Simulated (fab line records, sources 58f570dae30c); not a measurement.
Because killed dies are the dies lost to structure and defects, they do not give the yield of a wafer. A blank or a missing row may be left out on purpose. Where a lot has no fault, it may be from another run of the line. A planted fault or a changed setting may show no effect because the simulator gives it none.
The same fault as seen by 2 desks    flow berkeley_cmos170    each desk has only its own numbers; what lay behind them comes last

METROLOGY DESK
What the gauges read, lot by lot, whatever tool the lot ran on: means of the sampled wafers that have a number. Marked OUT: a lot whose mean sits more than 4 standard deviations from the usual mean, which makes it out of limits; the brackets give that distance.
Columns: A = cd_nm at UCB170_NLDD_CD_MEAS_06, usual 1200.0 nm; B = NLDD_OVL at UCB170_NLDD_OVL_MEAS_07, usual 1 nm; C = NLDD_TW at UCB170_NLDD_TW_MEAS_11, usual 2208; D = SPACER_TEOS_THK at UCB170_SPACER_THK_MEAS_01, usual 378 nm
lot   first seen here  A       B   C     D
L502  day 7 09:25      1199.7  5   2202  377
L501  day 7 09:38      1202.4  -4  2211  374
L511  day 9 05:24      1199.0  4   2208  365
L510  day 9 05:42      1200.4  2   2204  386
L513  day 9 21:05      1201.1  -1  2229  360
L514  day 9 21:27      1200.7  1   2195  366
L520  day 10 15:50     1199.4  1   2194  378
Finding of this desk: none of the 7 lots has anything out of limits.

TOOL OWNER'S DESK, pecvd-03
The tool's own readings at UCB170_SPACER_CVD_00 (deposits SiO2 from TEOS/O2, target thk 376 nm, time 47 s): means of the sampled wafers that have a number, for each lot that ran on this tool. Marked OUT: a lot whose mean sits more than 4 standard deviations from the usual mean, which makes it out of limits; the brackets give that distance.
Columns: A = heater_power_w at UCB170_SPACER_CVD_00, usual 263 W; B = rf_fwd_power_W at UCB170_SPACER_CVD_00, usual 545.4 W
lot   first seen here  A    B
L502  day 7 10:12      242  545.5
L511  day 9 06:22      277  477.4 (-36) OUT
L513  day 9 21:54      242  479.1 (-35) OUT
L514  day 9 22:16      231  481.0 (-34) OUT
Finding of this desk: L511, L513, L514 out of limits; the first was L511 at day 9 06:22, on rf_fwd_power_W at UCB170_SPACER_CVD_00. L502: within limits.

BROUGHT TOGETHER
On L511, L513, L514, at day 9 06:22, an alarm was possible from the tool owner's desk.
At the metrology desk, nothing out of limits was observed.
The metrology desk has L511, L513, L514 on record, within its limits.
On pecvd-03, each named lot ran UCB170_SPACER_CVD_00.

WHAT THE SIMULATOR PUT IN
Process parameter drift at UCB170_SPACER_CVD_00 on pecvd-03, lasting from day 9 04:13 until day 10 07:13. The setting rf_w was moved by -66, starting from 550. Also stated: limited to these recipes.
Struck lots among those shown: L511, L513, L514.
Each desk's first reading out of limits, in hours after the fault started: the tool owner's desk, 2.
